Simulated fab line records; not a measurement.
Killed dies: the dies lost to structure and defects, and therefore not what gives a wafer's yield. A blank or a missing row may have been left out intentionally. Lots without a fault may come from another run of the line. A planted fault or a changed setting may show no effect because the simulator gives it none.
Comparing a struck lot with a sound one + flow berkeleyCmos170 + 20 out of 331 route steps
Sound: these wafers, L791.2, L791.3, L791.5. The struck wafers were L784.3, L784.5, L784.6. The cause comes at the end.
Each step with rows lists, per side, the tool, then ch with its chambers, then its first start. Under that, the readings that differ: sound wafers + struck wafers + difference of the means + sigmas: that difference in standard deviations of wafers without a fault.
alike: words and numbers the same on both sides, and readings whose means are apart by under 2 such deviations; not compared: readings that were withheld, readings missing a value for some wafer, numbers with overlapping values and no deviation given by the record, and bounds like >300 which may hide the same value.
The two part at a step that has a row with sigmas, a row that says differs or no value, or rows on one side only. Numbers that have no deviation but don't overlap get no sigmas and don't part them. Lack of a reading on every wafer of one side parts them only where that side has two or more wafers.

first, 1 step without rows for these wafers: UCB170_FIELD_WET_ETCH_06 (etches SiO2 in BOE, time 22 s).
UCB170_FIELD_THK_MEAS_90:
  sound on filmMetro-02 at day 8 12:11; struck on filmMetro-01 at day 6 13:29
  alike: FIELD_OXIDE_LEFT_1_THK
then, 2 steps without rows for these wafers: UCB170_SACOX_CLEAN_00 (cleans in dHF, time 7.5 s); UCB170_SACOX_OXIDATION_01 (target thk 14.4 nm, ox time 2400 s).
UCB170_SACOX_THK_MEAS_02:
  sound on filmMetro-03 at day 8 15:47; struck on filmMetro-04 at day 6 18:20
  alike: SACOX_OXIDE_THK
then, 2 steps without rows for these wafers: UCB170_SCREENOX_WET_ETCH_00 (etches SiO2 in dHF, time 200 s); UCB170_SCREENOX_OXIDATION_01 (target thk 14.4 nm, ox time 2400 s).
UCB170_SCREENOX_THK_MEAS_02:
  sound on filmMetro-02 at day 8 21:40; struck on filmMetro-03 at day 7 00:33
  alike: SCREENOX_OXIDE_THK
then, 4 steps without rows for these wafers: UCB170_SCREENOX_ANNEAL_03 (time 900 s); UCB170_NVT_HMDS_00 (prime time 60 s); UCB170_NVT_COAT_01 (resist thk 900 nm); UCB170_NVT_SOFTBAKE_02 (time 60 s).
UCB170_NVT_EXPOSE_03: exposes mask PWELL, target cd 3000 nm.
  sound on krfScanner-01 ch 0, day 9 03:06; struck on krfScanner-02 ch 0, day 7 06:22
| reading | sound                   | struck                  | difference | sigmas |
|---------|-------------------------|-------------------------|------------|--------|
| mask    | PWELL#0 PWELL#0 PWELL#0 | NWELL#0 NWELL#0 NWELL#0 | differs    |        |
  alike: exposureDoseMJCm2, reticleTempC
then, 2 steps without rows for these wafers: UCB170_NVT_PEB_04; UCB170_NVT_DEVELOP_05 (develop time 45 s).
UCB170_NVT_OVL_MEAS_06:
  sound on overlay-02 at day 9 04:07; struck on overlay-02 at day 7 07:23
| reading      | sound | struck | difference                    | sigmas |
|--------------|-------|--------|-------------------------------|--------|
| NVT_OVL (nm) | 6 7 4 | - - -  | no value on the struck wafers |        |
then, 1 step without rows for these wafers: UCB170_NVT_IMPLANT_07.
UCB170_NVT_STRIP_08: strips in O2.
  sound on plasmaAsher-02 ch 0,1, day 9 04:18; struck on plasmaAsher-01 ch 0,1, day 7 07:35
  alike: drypumpMotorCurrentA, oesProductAu, stripTimeToEndpointS
  not compared: rfHoursCounterH
UCB170_NVT_TW_MEAS_09:
  sound on filmMetro-03 at day 9 04:25; struck on filmMetro-01 at day 7 07:41
| reading | sound             | struck         | difference | sigmas      |
|---------|-------------------|----------------|------------|-------------|
| NVT_TW  | 526.3 526.6 523.5 | 29.9 30.0 30.0 | -495.5     | -99 or more |
then, 1 step without rows for these wafers: UCB170_NVT_CLEAN_10 (cleans in SPM, time 600 s).

## WHERE THEY PART
Last at UCB170_NVT_TW_MEAS_09 as far as this record goes, first at UCB170_NVT_EXPOSE_03.

WHY: the cause the simulator had injected
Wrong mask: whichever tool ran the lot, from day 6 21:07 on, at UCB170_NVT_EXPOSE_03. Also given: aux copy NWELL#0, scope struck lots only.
